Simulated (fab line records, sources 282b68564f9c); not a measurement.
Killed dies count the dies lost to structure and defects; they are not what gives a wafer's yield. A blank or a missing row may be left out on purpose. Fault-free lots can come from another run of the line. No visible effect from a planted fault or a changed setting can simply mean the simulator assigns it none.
The tool behind it: which one? + flow rit cmos + route of 202 steps, sampled at 1 step: 7 lots, 21 wafers

WHAT THE GAUGES SHOWED, per wafer
RIT_GATE_CD_MEAS_16: target cd 150 nm.
| lot  | measured    | on        | cd nm (nm)        |
|------|-------------|-----------|-------------------|
| L621 | day 2 21:33 | cd sem-02 | 149.0 148.2 149.8 |
| L625 | day 3 16:28 | cd sem-01 | 152.0 153.2 149.9 |
| L627 | day 4 08:08 | cd sem-02 | 147.3 147.9 148.9 |
| L631 | day 4 23:35 | cd sem-02 | 149.4 148.2 150.0 |
| L634 | day 5 16:35 | cd sem-02 | 152.3 152.4 151.1 |
| L638 | day 6 06:59 | cd sem-01 | 153.4 152.3 152.2 |
| L642 | day 7 03:47 | cd sem-01 | 148.7 148.7 149.5 |

TOOL THAT RAN EACH LOT (tool first, then ch and the chambers of the sampled wafers, then the start)
The record holds no process step before these readings.

THE ANSWER, worked out from the rows above alone
Rule: the usual values come from the lots themselves. The widest of any qualifying gaps counts: lots, ordered by their means at a reading, are off when they make up no more than a third of the lots, leave a main group of 4 or more, and stand apart from it by 3 or more times the standard deviation of that group's means. If all means in a main group match to the digits the tables above print for the reading, that group is not used. Also off: a lot with no number at a reading for which 4 or more lots have one. Any other lot the step has rows for is counted as sound.
Nothing can be told from this: no lot is off at any reading shown.

WHAT THE SIMULATOR HAD PUT IN
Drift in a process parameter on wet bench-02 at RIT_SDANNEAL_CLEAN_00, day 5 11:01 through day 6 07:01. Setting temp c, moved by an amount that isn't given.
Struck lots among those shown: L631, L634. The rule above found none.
